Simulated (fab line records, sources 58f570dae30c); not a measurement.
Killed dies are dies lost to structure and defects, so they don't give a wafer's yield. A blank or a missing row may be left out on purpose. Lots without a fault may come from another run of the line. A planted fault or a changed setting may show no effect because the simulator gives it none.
Tool commonality check | flow berkeley_cmos170 | 15 lots, 45 wafers sampled

WHY IT WAS OPENED
At UCB170_CONTACT_THK_MEAS_02 the reading CONTACT_PSG_THK is flagged on 3 of 15 lots. Wafers without a fault read 702 nm, standard deviation 6.3.
Rule: a lot is flagged when every wafer of it that has a number lies more than 4 standard deviations from that mean, or none has a number. The other lots count as sound.

lot  | measured     | on            | CONTACT_PSG_THK (nm), wafer by wafer | flag
L993 | day 6 19:50  | film_metro-03 | 700 699 699                          |
L994 | day 6 19:50  | film_metro-04 | 697 699 700                          |
L995 | day 7 04:56  | film_metro-03 | 708 705 715                          |
L997 | day 7 16:27  | film_metro-02 | 1284 1276 1281                       | FLAGGED
L998 | day 7 16:53  | film_metro-02 | 708 707 707                          |
L996 | day 7 18:13  | film_metro-03 | 1277 1276 1275                       | FLAGGED
L999 | day 8 16:24  | film_metro-03 | 1273 1278 1281                       | FLAGGED
L107 | day 9 22:31  | film_metro-02 | 705 709 707                          |
L108 | day 9 22:31  | film_metro-04 | 700 702 711                          |
L110 | day 10 19:26 | film_metro-02 | 696 698 698                          |
L111 | day 10 19:56 | film_metro-02 | 699 703 706                          |
L112 | day 11 05:20 | film_metro-02 | 701 705 698                          |
L113 | day 11 16:11 | film_metro-02 | 700 702 704                          |
L115 | day 12 00:54 | film_metro-02 | 702 707 703                          |
L116 | day 12 14:19 | film_metro-04 | 704 708 701                          |
The numbers of the flagged lots are 1278 nm on average: +576 nm against the usual, or +91 standard deviations.

WHICH TOOL RAN EACH LOT
The record holds 1 process step before the reading, out of a route of 331 steps. In each cell: the tool, then ch and the chambers that the sampled wafers went through, then the start.
lot  | flag    | UCB170_CONTACT_CVD_01
L993 |         | lpcvd-01 ch 0, day 6 18:03
L994 |         | lpcvd-01 ch 0, day 6 18:03
L995 |         | lpcvd-02 ch 1, day 7 03:10
L997 | FLAGGED | lpcvd-01 ch 0, day 7 14:38
L998 |         | lpcvd-02 ch 1, day 7 15:07
L996 | FLAGGED | lpcvd-01 ch 1, day 7 16:26
L999 | FLAGGED | lpcvd-01 ch 1, day 8 14:37
L107 |         | lpcvd-02 ch 0, day 9 20:43
L108 |         | lpcvd-02 ch 0, day 9 20:43
L110 |         | lpcvd-01 ch 1, day 10 17:39
L111 |         | lpcvd-02 ch 1, day 10 18:08
L112 |         | lpcvd-02 ch 0, day 11 03:32
L113 |         | lpcvd-01 ch 0, day 11 14:24
L115 |         | lpcvd-01 ch 0, day 11 23:07
L116 |         | lpcvd-01 ch 0, day 12 12:31
What these steps do:
- UCB170_CONTACT_CVD_01: deposits PSG from SiH4/O2/PH3, target thk 700 nm, time 2820 s.
- UCB170_CONTACT_THK_MEAS_02

FLAGGED OVER TOTAL, TOOL BY TOOL (the gauges that took the reading come last)
step                       | tool          | lots run | flagged | share of the flagged lots | sound lots run after its first flagged lot
UCB170_CONTACT_CVD_01      | lpcvd-01      | 9        | 3       | all                       | 4 (L110,L113,L115,L116)
UCB170_CONTACT_CVD_01      | lpcvd-02      | 6        | 0       | none                      | -
UCB170_CONTACT_THK_MEAS_02 | film_metro-02 | 8        | 1       | some                      | 7 (L998,L107,L110,L111,L112,L113,L115)
UCB170_CONTACT_THK_MEAS_02 | film_metro-03 | 4        | 2       | some                      | 0
UCB170_CONTACT_THK_MEAS_02 | film_metro-04 | 3        | 0       | none                      | -

WHAT THE TABLE ALLOWS
1 row of the table ran every flagged lot: lpcvd-01 at UCB170_CONTACT_CVD_01.
- lpcvd-01 at UCB170_CONTACT_CVD_01: 3 of its 9 lots flagged. Sound lots ran on it after the first flagged one (L110, L113, L115, L116), which a lasting fault on the whole tool wouldn't allow.
No row of the table ran every flagged lot and no sound lot after the first.

WHAT THE SIMULATOR HAD PUT IN
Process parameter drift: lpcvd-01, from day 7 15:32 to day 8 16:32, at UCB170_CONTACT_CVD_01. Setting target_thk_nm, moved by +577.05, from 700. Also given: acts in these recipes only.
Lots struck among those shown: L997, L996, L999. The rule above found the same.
